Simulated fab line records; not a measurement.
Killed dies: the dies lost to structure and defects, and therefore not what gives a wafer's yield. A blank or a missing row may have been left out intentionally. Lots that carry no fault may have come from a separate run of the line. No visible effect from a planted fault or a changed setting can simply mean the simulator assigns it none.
The tool behind it: which one? || flow berkeley cmos170 || 14 lots with 42 wafers sampled at 2 steps, on a route of 331 steps

WHAT THE GAUGES SHOWED, per wafer
UCB170_M2_THK_MEAS_03: measures by xrf. Usual: M2_AL_THK 883 nm, standard deviation 12.
{"lot": "L128", "measured": "day 8 14:04", "on": "film metro-04", "M2_AL_THK (nm)": "896 884 894", "flag": ""}
{"lot": "L130", "measured": "day 8 08:59", "on": "film metro-03", "M2_AL_THK (nm)": "893 865 866", "flag": ""}
{"lot": "L129", "measured": "day 8 10:05", "on": "film metro-03", "M2_AL_THK (nm)": "873 886 884", "flag": ""}
{"lot": "L131", "measured": "day 8 23:30", "on": "film metro-03", "M2_AL_THK (nm)": "878 881 879", "flag": ""}
{"lot": "L132", "measured": "day 9 08:32", "on": "film metro-04", "M2_AL_THK (nm)": "908 906 881", "flag": ""}
{"lot": "L133", "measured": "day 9 07:04", "on": "film metro-03", "M2_AL_THK (nm)": "871 888 869", "flag": ""}
{"lot": "L134", "measured": "day 10 04:01", "on": "film metro-04", "M2_AL_THK (nm)": "890 895 887", "flag": ""}
{"lot": "L136", "measured": "day 10 03:43", "on": "film metro-04", "M2_AL_THK (nm)": "896 884 884", "flag": ""}
{"lot": "L135", "measured": "day 10 03:54", "on": "film metro-01", "M2_AL_THK (nm)": "879 870 882", "flag": ""}
{"lot": "L138", "measured": "day 11 10:33", "on": "film metro-04", "M2_AL_THK (nm)": "878 892 888", "flag": ""}
{"lot": "L141", "measured": "day 11 10:02", "on": "film metro-01", "M2_AL_THK (nm)": "893 888 871", "flag": ""}
{"lot": "L146", "measured": "day 12 18:23", "on": "film metro-01", "M2_AL_THK (nm)": "878 875 881", "flag": ""}
{"lot": "L148", "measured": "day 13 00:34", "on": "film metro-04", "M2_AL_THK (nm)": "884 885 896", "flag": ""}
{"lot": "L149", "measured": "day 13 08:31", "on": "film metro-01", "M2_AL_THK (nm)": "881 899 895", "flag": ""}

WHAT TOOL EACH LOT RAN ON (gives the tool, then ch and the chambers of the sampled wafers, and finally the start)
{"lot": "L128", "UCB170_PWELL_WET_ETCH_19": "wet bench-04 ch 2, day 3 08:37"}
{"lot": "L130", "UCB170_PWELL_WET_ETCH_19": "wet bench-04 ch 0, day 3 14:27"}
{"lot": "L129", "UCB170_PWELL_WET_ETCH_19": "wet bench-01 ch 2, day 3 16:53"}
{"lot": "L131", "UCB170_PWELL_WET_ETCH_19": "wet bench-01 ch 0, day 4 00:58"}
{"lot": "L132", "UCB170_PWELL_WET_ETCH_19": "wet bench-04 ch 2, day 4 12:32"}
{"lot": "L133", "UCB170_PWELL_WET_ETCH_19": "wet bench-01 ch 0, day 4 12:41"}
{"lot": "L134", "UCB170_PWELL_WET_ETCH_19": "wet bench-03 ch 0, day 4 20:41"}
{"lot": "L136", "UCB170_PWELL_WET_ETCH_19": "wet bench-04 ch 2, day 4 21:08"}
{"lot": "L135", "UCB170_PWELL_WET_ETCH_19": "wet bench-01 ch 1, day 4 21:54"}
{"lot": "L138", "UCB170_PWELL_WET_ETCH_19": "wet bench-01 ch 1, day 5 17:26"}
{"lot": "L141", "UCB170_PWELL_WET_ETCH_19": "wet bench-01 ch 1, day 6 02:12"}
{"lot": "L146", "UCB170_PWELL_WET_ETCH_19": "wet bench-03 ch 3, day 7 03:26"}
{"lot": "L148", "UCB170_PWELL_WET_ETCH_19": "wet bench-04 ch 2, day 7 11:19"}
{"lot": "L149", "UCB170_PWELL_WET_ETCH_19": "wet bench-04 ch 2, day 7 20:49"}
- UCB170_PWELL_WET_ETCH_19: etches Si3N4 in H3PO4, time 14400 s.

AS READ BY THE TOOLS THEMSELVES (means over the sampled wafers that have a number; for cases with no such wafer, the mark the record gives instead)
UCB170_PWELL_WET_ETCH_19. Usual: bath guard temp C reads 159.9 C (standard deviation 0.52).
{"lot": "L128", "tool": "wet bench-04", "bath guard temp C (C)": 159.0, "flag": ""}
{"lot": "L130", "tool": "wet bench-04", "bath guard temp C (C)": 159.8, "flag": ""}
{"lot": "L129", "tool": "wet bench-01", "bath guard temp C (C)": 160.1, "flag": ""}
{"lot": "L131", "tool": "wet bench-01", "bath guard temp C (C)": 159.7, "flag": ""}
{"lot": "L132", "tool": "wet bench-04", "bath guard temp C (C)": 159.5, "flag": ""}
{"lot": "L133", "tool": "wet bench-01", "bath guard temp C (C)": 159.6, "flag": ""}
{"lot": "L134", "tool": "wet bench-03", "bath guard temp C (C)": 159.6, "flag": ""}
{"lot": "L136", "tool": "wet bench-04", "bath guard temp C (C)": 159.4, "flag": ""}
{"lot": "L135", "tool": "wet bench-01", "bath guard temp C (C)": 160.4, "flag": ""}
{"lot": "L138", "tool": "wet bench-01", "bath guard temp C (C)": 160.5, "flag": ""}
{"lot": "L141", "tool": "wet bench-01", "bath guard temp C (C)": 160.5, "flag": ""}
{"lot": "L146", "tool": "wet bench-03", "bath guard temp C (C)": 159.4, "flag": ""}
{"lot": "L148", "tool": "wet bench-04", "bath guard temp C (C)": 159.2, "flag": ""}
{"lot": "L149", "tool": "wet bench-04", "bath guard temp C (C)": 159.4, "flag": ""}

THE ANSWER, worked out from the rows above alone
Rule: a lot counts as off when the mean over its wafers that have a number is more than 3 standard deviations away from the usual mean. Also off: a lot with no number at a reading for which 4 or more lots have one. Any other lot the step has rows for is counted as sound. After the gauges, taken in route order, come the tools' own readings; for these a lot's mean is taken, as printed above. At the first step where some lot is off, the reading lying furthest off is the one used; lots without a number count as furthest.
Nothing can be told from this: no lot is off at any reading shown.

WHAT HAD BEEN PUT IN BY THE SIMULATOR
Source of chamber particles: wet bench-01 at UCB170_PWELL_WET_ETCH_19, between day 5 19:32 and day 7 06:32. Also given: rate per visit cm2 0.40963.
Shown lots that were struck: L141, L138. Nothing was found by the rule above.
